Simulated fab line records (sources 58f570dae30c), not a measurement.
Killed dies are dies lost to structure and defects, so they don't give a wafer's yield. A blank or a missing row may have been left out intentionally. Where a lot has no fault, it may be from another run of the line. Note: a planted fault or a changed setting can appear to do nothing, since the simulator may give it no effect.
Which tool did it? -- flow berkeleyCmos170 -- 45 wafers from 15 lots sampled at 4 of the route's 331 steps

WHAT EACH GAUGE READ, for each wafer
UCB170_PSD_OVL_MEAS_07.
lot,measured,on,PSD_OVL (nm)
L343,day 6 09:20,overlay-02,6 -5 -5
L347,day 7 02:32,overlay-02,-6 -1 -6
L346,day 7 02:49,overlay-02,-10 -4 -3
L348,day 7 14:44,overlay-02,-4 -6 0
L349,day 7 14:51,overlay-02,-3 2 6
L350,day 8 04:12,overlay-02,0 -4 -7
L352,day 8 17:10,overlay-02,-13 -6 -7
L358,day 9 07:56,overlay-01,4 13 -1
L357,day 9 08:14,overlay-01,-1 -2 3
L359,day 9 17:10,overlay-02,-8 -8 -7
L360,day 10 05:36,overlay-01,-1 4 -1
L361,day 10 05:52,overlay-02,-3 -1 -7
L363,day 10 21:01,overlay-02,-4 -5 -1
L362,day 10 21:18,overlay-01,5 3 8
L366,day 11 19:43,overlay-01,-1 -3 8

UCB170_CONTACT_CD_MEAS_15: the cd target is 700 nm.
lot,measured,on,cdNm (nm)
L343,day 6 18:55,cdSem-01,702.6 701.4 700.8
L347,day 7 10:37,cdSem-02,701.1 701.2 700.0
L346,day 7 12:53,cdSem-02,700.0 700.8 700.1
L348,day 8 00:38,cdSem-01,701.2 699.9 700.0
L349,day 8 00:53,cdSem-01,699.0 699.8 699.6
L350,day 8 12:18,cdSem-02,699.3 700.7 700.0
L352,day 9 02:37,cdSem-01,701.5 701.3 702.0
L358,day 9 17:19,cdSem-01,701.8 700.8 698.9
L357,day 9 21:58,cdSem-02,704.3 705.3 704.1
L359,day 10 03:02,cdSem-02,701.7 701.7 702.5
L360,day 10 14:58,cdSem-02,702.3 702.0 702.6
L361,day 10 15:36,cdSem-02,704.9 707.1 705.6
L363,day 11 06:44,cdSem-02,700.1 701.9 700.3
L362,day 11 05:39,cdSem-02,700.8 700.4 700.5
L366,day 12 06:07,cdSem-02,700.7 701.7 700.4

UCB170_M2_THK_MEAS_03: measures by xrf.
lot,measured,on,M2_AL_THK (nm)
L343,day 7 06:27,filmMetro-02,917 909 918
L347,day 7 22:21,filmMetro-04,893 905 916
L346,day 7 22:36,filmMetro-02,899 919 920
L348,day 8 12:46,filmMetro-02,889 900 902
L349,day 8 13:01,filmMetro-02,887 896 894
L350,day 8 22:41,filmMetro-03,908 894 904
L352,day 9 13:29,filmMetro-02,926 922 912
L358,day 10 03:44,filmMetro-02,911 887 896
L357,day 10 12:23,filmMetro-02,898 915 918
L359,day 10 11:47,filmMetro-02,904 910 908
L360,day 11 00:02,filmMetro-02,902 916 909
L361,day 11 00:11,filmMetro-04,892 896 903
L363,day 11 16:43,filmMetro-02,908 917 902
L362,day 11 12:46,filmMetro-03,905 888 913
L366,day 12 16:22,filmMetro-03,899 893 899

TOOL THAT RAN EACH LOT (tool first, then ch and the chambers of the sampled wafers, then the start)
lot,UCB170_CONTACT_SOFTBAKE_11
L343,"lithoTrack-02 ch 0, day 6 18:00"
L347,"lithoTrack-04 ch 0, day 7 10:00"
L346,"lithoTrack-04 ch 0, day 7 12:00"
L348,"lithoTrack-02 ch 0, day 7 23:00"
L349,"lithoTrack-04 ch 0, day 7 23:00"
L350,"lithoTrack-04 ch 0, day 8 11:00"
L352,"lithoTrack-03 ch 0, day 9 01:00"
L358,"lithoTrack-03 ch 0, day 9 16:00"
L357,"lithoTrack-04 ch 0, day 9 21:00"
L359,"lithoTrack-04 ch 0, day 10 02:00"
L360,"lithoTrack-02 ch 0, day 10 14:00"
L361,"lithoTrack-04 ch 0, day 10 14:00"
L363,"lithoTrack-02 ch 0, day 11 06:00"
L362,"lithoTrack-03 ch 0, day 11 04:00"
L366,"lithoTrack-02 ch 0, day 12 05:00"
- UCB170_CONTACT_SOFTBAKE_11: time 60 s.

AS READ BY THE TOOLS THEMSELVES (means over the sampled wafers that have a number; for cases with no such wafer, the mark the record gives instead)
UCB170_CONTACT_SOFTBAKE_11.
lot,tool,heaterPowerTotalW (W),plateTempC (C)
L343,lithoTrack-02,56.83,129.76
L347,lithoTrack-04,56.79,129.80
L346,lithoTrack-04,56.80,129.90
L348,lithoTrack-02,56.80,130.04
L349,lithoTrack-04,56.79,129.93
L350,lithoTrack-04,56.81,129.78
L352,lithoTrack-03,56.79,129.90
L358,lithoTrack-03,56.82,129.84
L357,lithoTrack-04,57.68,131.65
L359,lithoTrack-04,57.74,131.48
L360,lithoTrack-02,56.82,129.81
L361,lithoTrack-04,57.71,131.54
L363,lithoTrack-02,56.82,129.99
L362,lithoTrack-03,56.83,130.16
L366,lithoTrack-02,56.76,130.07

THE ANSWER, worked out from the rows above alone
Rule: what is usual is taken from the lots themselves. The widest of any qualifying gaps counts: lots, ordered by their means at a reading, are off when they make up no more than a third of the lots, leave a main group of 4 or more, and stand apart from it by 3 or more times the standard deviation of that group's means. If all means in a main group match to the digits the tables above print for the reading, that group is not used. A lot without any number at a reading at which 4 lots or more have one is off too. Any other lot the step has rows for is counted as sound. The gauges are gone through in route order, then the tools' own readings, and for those a lot's mean is taken as printed above. At the first step where some lot is off, the reading lying furthest off is the one used; lots without a number count as furthest.
Off, at UCB170_CONTACT_SOFTBAKE_11 on heaterPowerTotalW: L357, L359, L361. The main group: mean 56.80 W, standard deviation 0.02.
A tool fits if, at that step or a process step before it, it ran every lot that is off, and no sound lot after the first of them. One candidate fits, namely lithoTrack-04 at UCB170_CONTACT_SOFTBAKE_11. Its last sound lot is L350 (day 8 11:00), its first lot that is off L357 (day 9 21:00): a fault that began between those two fits.
The tool's own readings at UCB170_CONTACT_SOFTBAKE_11 bear it out: on the lots that are off they differ by more than 5 times the standard deviation of the sound lots' means. heaterPowerTotalW reads 57.71 W there against 56.80 W on the sound lots; plateTempC reads 131.56 C there against 129.91 C on the sound lots.

WHAT WAS PUT IN BY THE SIMULATOR
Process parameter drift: lithoTrack-04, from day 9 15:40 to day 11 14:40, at UCB170_CONTACT_SOFTBAKE_11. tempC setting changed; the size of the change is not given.
Lots struck among those shown: L357, L359, L361. The rule above reached the same finding.
